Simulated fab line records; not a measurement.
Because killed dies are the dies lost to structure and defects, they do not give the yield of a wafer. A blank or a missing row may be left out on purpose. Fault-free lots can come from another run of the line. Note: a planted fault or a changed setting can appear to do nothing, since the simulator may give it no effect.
Struck lot and sound lot, side by side + flow ritCmos + 18 steps out of a route of 202
Sound: wafers L939.2, L939.4, L939.5. The struck wafers were L952.2, L952.4, L952.6. The cause is named last.
Order at every step that has rows: each side's tool, ch and its chambers, its first start. Under that, the readings that differ: sound wafers + struck wafers + difference of the means + sigmas: that difference in standard deviations of wafers without a fault.
alike: words and numbers the same on both sides, and readings whose means are apart by under 2 such deviations; not compared: readings that were withheld, readings missing a value for some wafer, numbers with overlapping values and no deviation given by the record, and bounds like >300 which may hide the same value.
Wherever a step has rows on one side only, a row that says differs or no value, or a row with sigmas, the two part there. When numbers do not overlap yet have no deviation, they are printed without sigmas and do not part them. A reading missing from all wafers of one side parts the sides only when that side holds two or more wafers.

first, 4 steps without rows for these wafers: RIT_PSD_SOFTBAKE_02 (time 60 s); RIT_PSD_EXPOSE_03 (exposes mask M10, target cd 40900 nm); RIT_PSD_PEB_04; RIT_PSD_DEVELOP_05 (develop time 50 s).
RIT_PSD_OVL_MEAS_06:
  sound: overlay-02 at day 3 23:01; struck: overlay-01 at day 7 01:52
  alike: PSD_OVL
then, 2 steps without rows for these wafers: RIT_PSD_HARDBAKE_07 (time 60 s); RIT_PSD_IMPLANT_08.
RIT_PSD_STRIP_09: strips in O2, time 180 s.
  sound on plasmaAsher-02 ch 0,1, day 3 23:20; struck on plasmaAsher-01 ch 0,1, day 7 02:12
| reading                  | sound       | struck      | difference | sigmas |
|--------------------------|-------------|-------------|------------|--------|
| drypumpMotorCurrentA (A) | 6.6 6.6 6.3 | 5.5 5.9 5.5 | -0.9       | -2     |
  not compared: rfHoursCounterH
RIT_PSD_TW_MEAS_10:
  sound: filmMetro-01 at day 3 23:32; struck: filmMetro-04 at day 7 02:23
  alike: PSD_TW
then, 3 steps without rows for these wafers: RIT_SDANNEAL_CLEAN_00 (cleans in SC1, time 600 s); RIT_SDANNEAL_CLEAN_01 (cleans in dHF, time 30 s); RIT_SDANNEAL_CLEAN_02 (cleans in SC2, time 600 s).
RIT_SDANNEAL_RTA_03: time 5 s.
  sound on rtpAnneal-01 ch 0, day 3 23:58; struck on rtpAnneal-01 ch 0, day 7 02:49
  alike: rampUpCPerS, wafer_temp_C_max
RIT_SDANNEAL_RS_MEAS_04: uses a four-point probe to measure.
  sound: filmMetro-04 at day 4 00:02; struck: filmMetro-01 at day 7 02:53
| reading         | sound             | struck            | difference | sigmas |
|-----------------|-------------------|-------------------|------------|--------|
| PSD_RS (ohm/sq) | 116.6 116.9 116.7 | 128.8 128.5 128.7 | +11.9      | +38    |
RIT_SDANNEAL_RS_MEAS_05: uses a four-point probe to measure.
  sound: filmMetro-04 at day 4 00:10; struck: filmMetro-01 at day 7 03:00
| reading         | sound             | struck            | difference | sigmas |
|-----------------|-------------------|-------------------|------------|--------|
| NSD_RS (ohm/sq) | 84.10 83.84 84.31 | 85.31 84.76 85.05 | +0.96      | +3     |
RIT_SDANNEAL_RS_MEAS_06: uses a four-point probe to measure.
  sound: filmMetro-04 at day 4 00:17; struck: filmMetro-01 at day 7 03:07
| reading          | sound             | struck            | difference | sigmas |
|------------------|-------------------|-------------------|------------|--------|
| PLDD_RS (ohm/sq) | 178.1 178.3 178.4 | 191.3 190.9 191.8 | +13.1      | +25    |
RIT_SDANNEAL_RS_MEAS_07: uses a four-point probe to measure.
  sound: filmMetro-04 at day 4 00:24; struck: filmMetro-01 at day 7 03:14
| reading          | sound             | struck            | difference | sigmas |
|------------------|-------------------|-------------------|------------|--------|
| NLDD_RS (ohm/sq) | 150.6 150.5 151.2 | 152.4 152.6 152.3 | +1.7       | +2     |
RIT_M1_PROBE_99:
  sound: prober-01 at day 4 07:34; struck: prober-01 at day 7 11:49
| reading                                      | sound                | struck               | difference | sigmas |
|----------------------------------------------|----------------------|----------------------|------------|--------|
| model.etest.pmosTurned.rOnOhmUm              | 3458 3407 3366       | 3833 3801 3852       | +418       |        |
| model.etest.pmos_0p3.rOnOhmUm                | 6236 6239 6226       | 6631 6576 6659       | +388       |        |
| model.etest.pmos_0p15.rOnOhmUm               | 2814 2791 2710       | 3010 2958 3038       | +230       |        |
| model.etest.pmos_0p15.driveUaUmRimLessCentre | 1.41 -0.06103 0.7107 | -38.62 -39.67 -40.63 | -40.33     |        |
| model.etest.pmos_0p15.driveUaUmRange         | 2.858 3.211 2.663    | 39.47 40.27 42.17    | +37.73     |        |
| model.etest.pldd.rsOhmSqRimLessCentre        | -3.203 -4.715 -1.713 | 38.67 32.74 40.56    | +40.53     |        |
| model.etest.pldd.rsOhmSqRange                | 8.861 8.686 7.624    | 41.21 33.76 44.53    | +31.44     |        |
| model.etest.pmosTurned.driveUaUm             | 190.5 193.2 198.1    | 160.3 161.6 159.5    | -33.5      |        |
  alike: killedAtFrontEnd, killedDies, killedOpen, killedShort

## WHERE THEY PART
Earliest at RIT_PSD_STRIP_09; latest, in this record, at RIT_SDANNEAL_RS_MEAS_07. Later steps at which nothing parts them and some readings are alike: RIT_M1_PROBE_99.

WHY: the cause the simulator had injected
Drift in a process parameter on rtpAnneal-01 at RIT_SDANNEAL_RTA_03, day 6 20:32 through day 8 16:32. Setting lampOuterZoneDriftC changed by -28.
